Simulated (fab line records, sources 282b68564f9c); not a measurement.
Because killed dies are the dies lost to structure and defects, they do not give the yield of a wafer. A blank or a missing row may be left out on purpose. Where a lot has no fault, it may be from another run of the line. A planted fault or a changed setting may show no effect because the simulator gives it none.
A lot that was struck, set against a sound lot    flow rit_cmos    17 steps out of a route of 202
Sound: wafers L139.1, L139.2, L139.4. Wafers L145.1, L145.2, L145.4 were the ones struck. The cause comes at the end.
Order at every step that has rows: each side's tool, ch and its chambers, its first start. Under that, the readings that differ: sound wafers    struck wafers    difference of the means    sigmas: that difference in standard deviations of wafers without a fault.
alike: words and numbers the same on both sides, and readings whose means are apart by under 2 such deviations; not compared: readings that were withheld, readings missing a value for some wafer, numbers with overlapping values and no deviation given by the record, and bounds like >300 which may hide the same value.
The two part at a step that has a row with sigmas, a row that says differs or no value, or rows on one side only. Numbers that don't overlap but have no deviation are shown without sigmas and don't part them. A reading that every wafer of one side lacks parts them only if that side has two wafers or more.

first, 1 step without rows for these wafers: RIT_GATE_HARDBAKE_18 (time 60 s).
RIT_GATE_ETCH_19: etches poly-Si in SF6/CHF3/O2, stops on SiO2, time 165 s, target depth 312.5 nm.
  sound on rie_si-01 ch 0,1,3, day 2 17:58; struck on rie_si-01 ch 0,2,3, day 4 02:23
  alike: CHF3_flow_sccm, drypump_motor_current_A, oes_product_au, rf_fwd_power_W, throttle_valve_pct
  not compared: rf_hours_counter_h
RIT_GATE_STRIP_20: strips in O2, time 180 s.
  sound on plasma_asher-04 ch 0,1, day 2 18:05; struck on plasma_asher-04 ch 0,1, day 4 02:30
  alike: drypump_motor_current_A
  not compared: rf_hours_counter_h
RIT_GATE_CD_MEAS_90 targets a cd of 150 nm.
  sound: cd_sem-02 at day 2 18:15; struck: cd_sem-02 at day 4 02:41
  alike: cd_nm
then, 4 steps without rows for these wafers: RIT_REOX_CLEAN_00 (cleans in SC1, time 600 s); RIT_REOX_CLEAN_01 (cleans in dHF, time 30 s); RIT_REOX_CLEAN_02 (cleans in SC2, time 600 s); RIT_REOX_OXIDATION_03 (target thk 25.2 nm, ox time 5580 s).
RIT_REOX_THK_MEAS_04:
  sound: film_metro-04 at day 2 21:19; struck: film_metro-04 at day 4 05:43
  alike: REOX_OXIDE_THK
then, 3 steps without rows for these wafers: RIT_NLDD_HMDS_00 (prime time 60 s); RIT_NLDD_COAT_01 (resist thk 1000 nm); RIT_NLDD_SOFTBAKE_02 (time 60 s).
RIT_NLDD_EXPOSE_03: exposes mask M7, target cd 40700 nm.
  sound on iline_stepper-02 ch 0, day 2 21:50; struck on iline_stepper-02 ch 0, day 4 06:21
reading                       sound              struck                difference  sigmas
model.NLDD.overlay_x_nm (nm)  2.365 2.365 2.365  -150.2 -150.2 -150.2  -152.6      
  alike: mask
then, 2 steps without rows for these wafers: RIT_NLDD_PEB_04; RIT_NLDD_DEVELOP_05 (develop time 50 s).
RIT_NLDD_OVL_MEAS_06:
  sound: overlay-01 at day 2 22:14; struck: overlay-01 at day 4 06:57
reading        sound           struck                difference  sigmas
NLDD_OVL (nm)  -0.8 -0.5 -0.2  -148.8 -150.1 -148.8  -148.7      -93
  not compared: hold
RIT_M1_PROBE_99:
  sound wafers here have rows in the record (prober-02, day 3 14:14); struck ones have none

WHERE THEY PART
Earliest at RIT_NLDD_OVL_MEAS_06; latest, in this record, at RIT_M1_PROBE_99.

WHY: what the simulator had put in
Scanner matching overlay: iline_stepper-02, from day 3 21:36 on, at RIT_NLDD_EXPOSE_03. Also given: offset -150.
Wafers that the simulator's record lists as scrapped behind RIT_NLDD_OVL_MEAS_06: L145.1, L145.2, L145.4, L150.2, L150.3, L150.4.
